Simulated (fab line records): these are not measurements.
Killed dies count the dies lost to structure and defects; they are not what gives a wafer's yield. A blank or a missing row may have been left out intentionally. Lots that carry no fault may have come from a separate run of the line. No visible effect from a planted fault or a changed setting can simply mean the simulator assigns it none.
Comparing a struck lot with a sound one    flow berkeley cmos170    14 steps out of a route of 331
Sound: the wafers L959.1, L959.4, L959.5. Struck: wafers L968.2, L968.4, L968.5. The cause is given at the end.
For every step that has rows: the tool of each side, followed by ch and its chambers, followed by its first start. Under that, the readings that differ: sound wafers    struck wafers    difference of the means    sigmas: that difference in standard deviations of wafers without a fault.
alike: words and numbers the same on both sides, and readings whose means are apart by under 2 such deviations; not compared: readings that were withheld, readings missing a value for some wafer, numbers with overlapping values and no deviation given by the record, and bounds like >300 which may hide the same value.
The two part at a step that has a row with sigmas, a row that says differs or no value, or rows on one side only. Numbers that have no deviation but don't overlap get no sigmas and don't part them. A reading missing from all wafers of one side parts the sides only when that side holds two or more wafers.

first, 3 steps without rows for these wafers: UCB170_ACTIVE_CLEAN_00 (cleans in SPM, time 600 s); UCB170_ACTIVE_CLEAN_01 (cleans in dHF, time 60 s); UCB170_ACTIVE_OXIDATION_02 (target thk 26.4 nm, ox time 1260 s).
UCB170_ACTIVE_THK_MEAS_03:
  sound on film metro-04, day 5 17:04; struck on film metro-03, day 7 18:23
  alike: ACTIVE_OXIDE_THK
then, 2 steps without rows for these wafers: UCB170_ACTIVE_ANNEAL_04 (time 900 s); UCB170_ACTIVE_CVD_05 (deposits Si3N4 from SiH2Cl2/NH3, target thk 220 nm, time 3300 s).
UCB170_ACTIVE_THK_MEAS_06:
  sound on film metro-03, day 5 23:11; struck on film metro-04, day 8 02:05
  alike: ACTIVE_NITRIDE_THK
then, 5 steps without rows for these wafers: UCB170_ACTIVE_HMDS_07 (prime time 60 s); UCB170_ACTIVE_COAT_08 (resist thk 900 nm); UCB170_ACTIVE_SOFTBAKE_09 (time 60 s); UCB170_ACTIVE_EXPOSE_10 (exposes mask ACTIVE, target cd 1200 nm); UCB170_ACTIVE_PEB_11.
UCB170_ACTIVE_DEVELOP_12: develop time 45 s.
  sound on litho track-04 ch 0, day 6 00:00; struck on litho track-02, day 8 03:00
  no value came back on the struck wafers for chill plate temp C (C), develop time s (s); on the sound wafers chill plate temp C (C) reads 23.01 23.23 23.28
reading                                  sound            struck             difference  sigmas
model.KrF_of_ACTIVE_COAT_08.thk nm (nm)  888 887.7 887.5  896.9 897.6 897.3  +9.5        
UCB170_ACTIVE_CD_MEAS_13: target cd 1200 nm.
  sound on cd sem-02, day 6 00:41; struck on cd sem-02, day 8 03:21
reading     sound                 struck  difference                     sigmas
cd nm (nm)  1198.6 1199.4 1200.3  - - -   no value on the struck wafers  

## WHERE THEY PART
First at UCB170_ACTIVE_DEVELOP_12; last, within this record, at UCB170_ACTIVE_CD_MEAS_13.

WHY: what the simulator had put in
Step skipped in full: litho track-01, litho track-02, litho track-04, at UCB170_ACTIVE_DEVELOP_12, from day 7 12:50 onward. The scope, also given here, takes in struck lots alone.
